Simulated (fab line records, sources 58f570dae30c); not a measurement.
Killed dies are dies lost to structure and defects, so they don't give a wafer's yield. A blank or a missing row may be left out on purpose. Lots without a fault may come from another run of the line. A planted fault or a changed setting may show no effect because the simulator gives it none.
fab line records | flow berkeley_cmos170 | part 2 of 2: steps 31 to 44 of 44
record lots=5 wafers=15 last_day=12
route steps=331 shown NSD@188 BACKSIDE@199 SDANNEAL@204 PSD@206 PLDD@208 NLDD@209 SILICIDE@210 CONTACT@216
lots that met no fault: from a run of the same line without faults
start_h: hours from the record's first day to the start of the lot's first wafer shown | wait_h: hours since the lot's step before | " the same as in the row above | L1.1+2: a row that stands for several wafers | - no value, or no start given | * or withheld: withheld | < > ~ a bound
route shown NAME@n: a module of which the file shows steps, and the number in the route of the first | usual: mean/standard deviation of fault-free wafers | same: alike in all rows | chamber/n: place in a boat | sites: the reading at each site | _std_site: their standard deviation | _edge_site: outer sites' mean less inner sites' | radius_mm: how far each site lies from the wafer's centre | mask NAME#n: copy n | behind: the tool/chamber that last shaped the wafer | hold: why the lot was held/for how many hours/how that ended | device: the transistor (n, p or np) that didn't switch | end of line: the same wafers' tests at the end of the route | a step without rows: its recipe alone | killed: dies lost to structure and defects at the first sort, not the wafer's yield | map: a wafer's dies, x killed, . not, _ none there
set.NAME: the setting as run; set.NAME@STEP: as run at that earlier step | model.NAME: the simulator's own value behind a step, which no gauge read
lots at some steps of the route; a table a step, a row a wafer
services: from which hour (start_h, from the record's first day; less than 0 if before it) a tool's chamber was out of use, for how many hours, and why
## steps
# step UCB170_CONTACT_THK_MEAS_02
# recipe reads=PSG_of_CONTACT_CVD_01
# usual CONTACT_PSG_THK=700/7.2
# columns lot.wafer tool chamber start_h wait_h CONTACT_PSG_THK[nm]
L080.1 film_metro-04 - 190.53 0.0 708
L080.5 " - " " 700
L080.6 " - " " 707
L084.2 film_metro-01 - 192.37 0.0 698
L084.3 " - " " 699
L084.6 " - " " 702
L091.2 film_metro-03 - 224.83 0.0 718
L091.3 " - " " 716
L091.6 " - " " 719
L089.2 film_metro-04 - 225.81 0.0 688
L089.4 " - " " 694
L089.5 " - " " 694
L097.2 film_metro-03 - 267.78 0.1 700
L097.3 " - " " 701
L097.4 " - " " 698
# step UCB170_CONTACT_HMDS_03
# recipe prime_time_s=60 prime_temp_c=100
# columns lot.wafer tool chamber start_h wait_h
L080.1+5+6 litho_track-04 0 190.83 0.3
L084.2+3+6 litho_track-04 0 192.99 0.6
L091.2+3+6 litho_track-04 0 225.06 0.2
L089.2+4+5 litho_track-04 0 225.89 0.1
L097.2+3+4 litho_track-03 0 268.14 0.4
# step UCB170_CONTACT_COAT_04
# recipe resist=KrF spin_rpm=1500 resist_thk_nm=900
# columns lot.wafer tool chamber start_h wait_h
L080.1+5+6 litho_track-04 0 190.98 0.1
L084.2+3+6 litho_track-04 0 193.14 0.1
L091.2+3+6 litho_track-04 0 225.21 0.1
L089.2+4+5 litho_track-04 0 226.04 0.1
L097.2+3+4 litho_track-03 0 268.29 0.1
# step UCB170_CONTACT_SOFTBAKE_05
# recipe resist=KrF temp_c=130 time_s=60
# columns lot.wafer tool chamber start_h wait_h
L080.1+5+6 litho_track-04 0 191.13 0.1
L084.2+3+6 litho_track-04 0 193.29 0.1
L091.2+3+6 litho_track-04 0 225.36 0.1
L089.2+4+5 litho_track-04 0 226.19 0.1
L097.2+3+4 litho_track-03 0 268.44 0.1
# step UCB170_CONTACT_STRIP_06
# recipe chemistry=O2 power_w=400 pressure_mtorr=3500 platen_temp_c=withheld o2_flow_sccm=400 overash_fraction=0.5
# usual drypump_motor_current_A=5.6/0.46 oes_product_au=0.735/0.0047 strip_time_to_endpoint_s=21.99/0.062
# columns lot.wafer tool chamber start_h wait_h drypump_motor_current_A oes_product_au rf_hours_counter_h strip_time_to_endpoint_s
L080.1 plasma_asher-01 1 191.28 0.1 5.9 0.731 42 22.03
L080.5 " 0 " " 5.0 0.737 - 22.02
L080.6 " 1 " " 5.9 0.735 - 21.98
L084.2 plasma_asher-01 0 193.42 0.1 5.0 0.745 42 22.04
L084.3 " 0 " " 5.0 0.726 - 22.01
L084.6 " 0 " " 5.0 0.728 - 21.96
L091.2 plasma_asher-03 1 225.49 0.1 5.6 0.738 11 21.85
L091.3 " 0 " " 6.3 0.732 - 21.82
L091.6 " 0 " " 6.3 0.732 - 21.88
L089.2 plasma_asher-02 1 226.31 0.1 5.9 0.734 52 22.01
L089.4 " 1 " " 5.9 0.729 - 21.97
L089.5 " 1 " " 5.9 0.732 - 22.00
L097.2 plasma_asher-01 1 268.63 0.2 5.9 0.738 52 22.01
L097.3 " 1 " " 5.9 0.738 - 22.05
L097.4 " 0 " " 5.1 0.734 - 22.12
# step UCB170_CONTACT_CLEAN_07
# recipe chemistry=SPM temp_c=120 time_s=600
# columns lot.wafer tool chamber start_h wait_h
L080.1+5+6 wet_bench-02 2 191.38 0.1
L084.2+3+6 wet_bench-02 1 193.52 0.1
L091.2+3+6 wet_bench-04 2 225.78 0.3
L089.2+4+5 wet_bench-04 0 226.41 0.1
L097.2+3+4 wet_bench-04 0 268.78 0.1
# step UCB170_CONTACT_RTA_08
# recipe temp_c=900 time_s=10 ambient=N2
# usual lamp_power_pct=24.0/0.89 wafer_temp_C_max=903.0/0.61
# columns lot.wafer tool chamber start_h wait_h lamp_power_pct wafer_temp_C_max
L080.1 rtp_anneal-02 0 191.55 0.0 24.8 903.6
L080.5 " 0 " " 24.8 902.4
L080.6 " 0 " " 24.8 903.4
L084.2 rtp_anneal-01 0 193.70 0.0 23.0 902.1
L084.3 " 0 " " 23.0 901.7
L084.6 " 0 " " 23.0 903.5
L091.2 rtp_anneal-01 0 226.05 0.1 23.0 903.4
L091.3 " 0 " " 23.0 902.9
L091.6 " 0 " " 23.0 903.3
L089.2 rtp_anneal-02 0 226.62 0.0 24.8 903.3
L089.4 " 0 " " 24.8 903.1
L089.5 " 0 " " 24.8 902.9
L097.2 rtp_anneal-02 0 268.98 0.0 24.8 903.0
L097.3 " 0 " " 24.8 903.8
L097.4 " 0 " " 24.8 902.8
# step UCB170_CONTACT_COAT_09
# recipe resist=BARC temp_c=withheld time_s=withheld spin_rpm=3000 resist_thk_nm=withheld
# columns lot.wafer tool chamber start_h wait_h
L080.1+5+6 litho_track-04 0 191.62 0.1
L084.2+3+6 litho_track-02 0 193.94 0.2
L091.2+3+6 litho_track-04 0 226.34 0.3
L089.2+4+5 litho_track-02 0 226.77 0.1
L097.2+3+4 litho_track-02 0 269.06 0.1
# step UCB170_CONTACT_COAT_10
# recipe resist=KrF spin_rpm=1500 resist_thk_nm=900
# columns lot.wafer tool chamber start_h wait_h
L080.1+5+6 litho_track-04 0 - -
L084.2+3+6 litho_track-02 0 - -
L091.2+3+6 litho_track-04 0 - -
L089.2+4+5 litho_track-02 0 - -
L097.2+3+4 litho_track-02 0 - -
# step UCB170_CONTACT_SOFTBAKE_11
# recipe resist=KrF temp_c=130 time_s=60
# columns lot.wafer tool chamber start_h wait_h
L080.1+5+6 litho_track-04 0 - -
L084.2+3+6 litho_track-02 0 - -
L091.2+3+6 litho_track-04 0 - -
L089.2+4+5 litho_track-02 0 - -
L097.2+3+4 litho_track-02 0 - -
# step UCB170_CONTACT_EXPOSE_12
# recipe mask_id=CONT target_cd_nm=700 na=0.5 sigma_outer=0.6 source_shape=conventional dose_mj=35
# columns lot.wafer tool chamber start_h wait_h mask
L080.1+5+6 krf_scanner-02 0 192.19 - CONT#0
L084.2+3+6 krf_scanner-02 0 194.38 - CONT#0
L091.2+3+6 krf_scanner-02 0 227.14 - CONT#0
L089.2+4+5 krf_scanner-01 0 227.38 - CONT#0
L097.2+3+4 krf_scanner-02 0 269.68 - CONT#0
# step UCB170_CONTACT_PEB_13
# recipe peb_temp_c=130 peb_time_s=withheld resist=KrF
# columns lot.wafer tool chamber start_h wait_h
L080.1+5+6 litho_track-03 0 192.94 0.7
L084.2+3+6 litho_track-02 0 194.85 0.4
L091.2+3+6 litho_track-04 0 227.34 0.2
L089.2+4+5 litho_track-03 0 227.50 0.1
L097.2+3+4 litho_track-04 0 270.04 0.3
# step UCB170_CONTACT_DEVELOP_14
# recipe developer=TMAH develop_time_s=45 resist=KrF dev_temp_c=21
# usual developer_temp_C=21.00/0.094
# columns lot.wafer tool chamber start_h wait_h developer_temp_C
L080.1 litho_track-03 0 - - 21.13
L080.5 " 0 " " 20.89
L080.6 " 0 " " 21.06
L084.2 litho_track-02 0 - - 20.97
L084.3 " 0 " " 20.94
L084.6 " 0 " " 21.07
L091.2 litho_track-04 0 - - 21.12
L091.3 " 0 " " 20.96
L091.6 " 0 " " 21.08
L089.2 litho_track-03 0 - - 20.92
L089.4 " 0 " " 21.01
L089.5 " 0 " " 21.03
L097.2 litho_track-04 0 - - 21.01
L097.3 " 0 " " 21.01
L097.4 " 0 " " 20.98
# step UCB170_CONTACT_CD_MEAS_15
# recipe target_cd_nm=700
# usual cd_nm=700.3/1.6
# columns lot.wafer tool chamber start_h wait_h cd_nm
L080.1 cd_sem-02 - 193.21 - 702.0
L080.5 " - " " 699.1
L080.6 " - " " 698.9
L084.2 cd_sem-02 - 195.12 - 697.4
L084.3 " - " " 699.0
L084.6 " - " " 697.0
L091.2 cd_sem-02 - 227.61 - 700.0
L091.3 " - " " 698.2
L091.6 " - " " 699.3
L089.2 cd_sem-02 - 227.77 - 699.1
L089.4 " - " " 699.4
L089.5 " - " " 700.0
L097.2 cd_sem-01 - 270.39 - 699.3
L097.3 " - " " 701.3
L097.4 " - " " 701.1
## services
# columns tool chamber start_h hours kind
krf_scanner-02 - 162.65 0.8 pm
wet_bench-01 - 170.27 4.4 pm
pvd_sputter-04 - 175.43 2.6 repair
krf_scanner-02 - 188.80 0.8 repair
implanter-04 - 191.31 2.2 repair
krf_scanner-01 - 202.06 0.8 pm
pvd_sputter-01 3 204.91 - consumable_replace:kit
pvd_sputter-01 3 204.91 18.0 scheduled_down
pvd_sputter-01 3 204.91 18.0 vent_cycle
lpcvd-01 - 217.65 2.7 repair
plasma_asher-01 - 229.93 2.0 repair
implanter-04 - 230.96 4.7 repair
krf_scanner-02 - 232.76 1.5 pm
lpcvd-01 - 241.32 0.5 repair
krf_scanner-02 - 244.72 2.1 repair
krf_scanner-01 - 246.25 3.8 repair
krf_scanner-01 - 250.03 11.6 pm
wet_bench-03 - 252.63 3.7 repair
plasma_asher-01 - 257.97 0.5 repair
pvd_sputter-03 - 258.86 2.1 repair
krf_scanner-01 - 261.58 4.4 pm
plasma_asher-03 - 264.71 14.6 pm
krf_scanner-02 - 265.95 1.3 pm
plasma_asher-04 - 267.74 2.8 pm
